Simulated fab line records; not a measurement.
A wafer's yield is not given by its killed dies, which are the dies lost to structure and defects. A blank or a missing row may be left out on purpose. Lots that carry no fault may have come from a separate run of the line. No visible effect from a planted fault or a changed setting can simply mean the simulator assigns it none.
One fault through the eyes of 2 desks | flow berkeleyCmos170 | what lay behind the numbers comes last; until then each desk has only its own

THE TOOL OWNER'S DESK: furnace-01
Per lot that ran on this tool, the mean of the sampled wafers carrying a number, from the tool's own readings at UCB170_SCREENOX_ANNEAL_03 (time 900 s). A lot is out of limits, marked OUT, if its mean lies more than 4 standard deviations from the usual mean; the brackets give that distance.
Columns: A = spikeTcCentreC at UCB170_SCREENOX_ANNEAL_03, usual 904.1 C; B = spikeTcLoadC at UCB170_SCREENOX_ANNEAL_03, usual 928 C
lot  | first seen here | A     | B
L456 | day 7 06:27     | 903.8 | 930
L459 | day 8 19:25     | 903.4 | 928
L460 | day 8 19:25     | 903.3 | 929
L465 | day 10 00:17    | 903.6 | 928
L466 | day 10 00:17    | 904.2 | 928
L472 | day 10 21:34    | 903.1 | 929
Result from this desk: across the 6 lots, nothing is out of limits.

FROM THE METROLOGY DESK
Means of the sampled wafers that have a number, per lot and without regard to the tool the lot ran on: this is what the gauges read. A lot is out of limits, marked OUT, if its mean lies more than 4 standard deviations from the usual mean; the brackets give that distance. Of its 11 readings 7 are shown: those that lie furthest out on some lot.
Columns: A = FIELD_OXIDE_THK at UCB170_FIELD_THK_MEAS_02, usual 558 nm; B = FIELD_OXIDE_LEFT_1_THK at UCB170_FIELD_THK_MEAS_90, usual 441 nm; C = SACOX_OXIDE_THK at UCB170_SACOX_THK_MEAS_02, usual 14.34 nm; D = SCREENOX_OXIDE_THK at UCB170_SCREENOX_THK_MEAS_02, usual 14.30 nm; E = PVT_OVL at UCB170_PVT_OVL_MEAS_06, usual 1 nm; F = PVT_TW at UCB170_PVT_TW_MEAS_09, usual 506; G = FIELD_OXIDE_LEFT_2_THK at UCB170_FIELD_THK_MEAS_91, usual 353 nm
lot  | first seen here | A   | B   | C     | D     | E  | F   | G
L449 | day 5 09:04     | 560 | 443 | 14.19 | 14.29 | 3  | 500 | 355
L456 | day 6 11:37     | 566 | 448 | 14.60 | 14.33 | -3 | 508 | 360
L460 | day 7 17:40     | 556 | 439 | 14.63 | 14.47 | 10 | 509 | 352
L459 | day 7 17:44     | 563 | 446 | 14.24 | 14.25 | 7  | 505 | 359
L466 | day 8 22:08     | 543 | 426 | 14.14 | 14.27 | 4  | 511 | 338
L465 | day 8 22:08     | 542 | 425 | 13.94 | 13.88 | -1 | 510 | 337
L472 | day 9 19:28     | 557 | 441 | 14.38 | 14.69 | -4 | 503 | 353
Result from this desk: across the 7 lots, nothing is out of limits.

ALL TOGETHER
The tool owner's desk saw nothing out of limits.
The metrology desk saw nothing out of limits.

WHAT THE SIMULATOR PUT IN
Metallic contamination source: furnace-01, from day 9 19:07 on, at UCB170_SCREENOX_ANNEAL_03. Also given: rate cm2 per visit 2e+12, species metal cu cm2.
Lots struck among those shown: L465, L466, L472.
